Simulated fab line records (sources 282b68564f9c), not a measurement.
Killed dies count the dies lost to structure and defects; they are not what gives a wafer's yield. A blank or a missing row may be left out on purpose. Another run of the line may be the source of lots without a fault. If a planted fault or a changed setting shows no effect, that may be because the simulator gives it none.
Problem report in the 8D (eight disciplines) form, filled by code ; flow rit-cmos ; the parts of the form that need people (team, actions taken, sign-off) are left out

== 1. WHAT WENT WRONG ==
Wafers free of any fault read 0.0736 ohm/sq (standard deviation 0.00085) for M1_AL_RS at RIT_M1_RS_MEAS_01, against a mean of 0.0605 ohm/sq on 2 wafers of 2 lots. That is -15 standard deviations from the usual mean.
The step: measures by four-point-probe.
Seen first at day 6 13:56 on film-metro-02, wafer L280.2. The record holds 42 wafers of 14 lots with a number at this step. Rule for "out", or "out of limits": more than 4 standard deviations from the usual mean. The other wafers with a number count as sound.

== 2. WHAT IT IS, WHAT IT ISN'T ==
question;is;is not
which readings at this step;M1_AL_RS;-
which lots;L280, L282;L264, L265, L266, L267, L268, L269, L270, L271, L272, L274, L276, L287
which wafers of those lots;L280.2, L282.3;L280.3, L280.5, L282.5, L282.6
read on which gauges;film-metro-02;film-metro-01, film-metro-04
when;from day 6 13:56;"up to then (35 sound wafers); but 5 sound wafers of L282, L287 came after"

== 3. SUSPECTS, AND WHAT RULES EACH OUT ==
Counting: a tool at a process step up to the reading stays a suspect if it ran every lot that is out. Sound lots after the first of them don't rule it out here, since some wafers of a struck lot are sound.
- the gauge at RIT_M1_RS_MEAS_01 is ruled out. All the wafers that are out were read on film-metro-02, but those of them that RIT_M1_METAL_ETCH_12 has rows for are out there too, on other tools.
- pvd-sputter-03 at RIT_M1_SPUTTER_00 (material Al, target thk 400 nm, time 500 s): kept. It processed each lot that is out (first: L280, day 6 13:38); up to then, its last sound lot is L268 (day 4 02:05).
The count leaves pvd-sputter-03 at RIT_M1_SPUTTER_00.

== 4. THE CAUSE (what the simulator had put in) ==
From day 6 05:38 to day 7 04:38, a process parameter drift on pvd-sputter-03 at RIT_M1_SPUTTER_00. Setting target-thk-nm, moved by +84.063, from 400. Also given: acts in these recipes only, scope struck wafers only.
The count eliminated every tool but this one.

== 5. THE EFFECT CHAIN, in route order ==
Each row: a reading whose mean over the struck wafers that have a number lies more than 3 standard deviations from the usual. Readings are gone through only where the record gives a usual standard deviation; hours: the median, over the lots, of the time from a lot's start at the first step in this table giving one to that lot's start at this step; sigmas: the change measured in usual standard deviations.
hours;step;reading;usual;on struck wafers;change;sigmas
0;RIT_M1_RS_MEAS_01;M1_AL_RS;0.0736 ohm/sq;0.0605;-0.0130;-15
5;RIT_M1_THK_MEAS_02;M1_AL_THK;389 nm;470;+80;+17
13;RIT_M1_METAL_ETCH_12;oes-product-au;0.784 a.u.;0.873;+0.089;+8.1
Here are the process steps it includes:
- RIT_M1_METAL_ETCH_12: etches Al in Cl2/BCl3, stops on SiO2, time 165 s, target depth 600 nm.

== 6. HOW IT WOULD HAVE BEEN CAUGHT EARLIER ==
8 hours passed between the start of the fault at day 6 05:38 and the first reading out of limits at a measuring or inspecting step in this record, taken at day 6 13:56.
An alarm limit of 4 standard deviations would not have fired on the tool readings at RIT_M1_SPUTTER_00 for which the record gives a usual standard deviation, since none of them was out on any struck wafer.
Among the 2 lots that are out, L282 began RIT_M1_SPUTTER_00 on pvd-sputter-03 after day 6 13:56. A tool hold placed at that time would have kept it from harm.
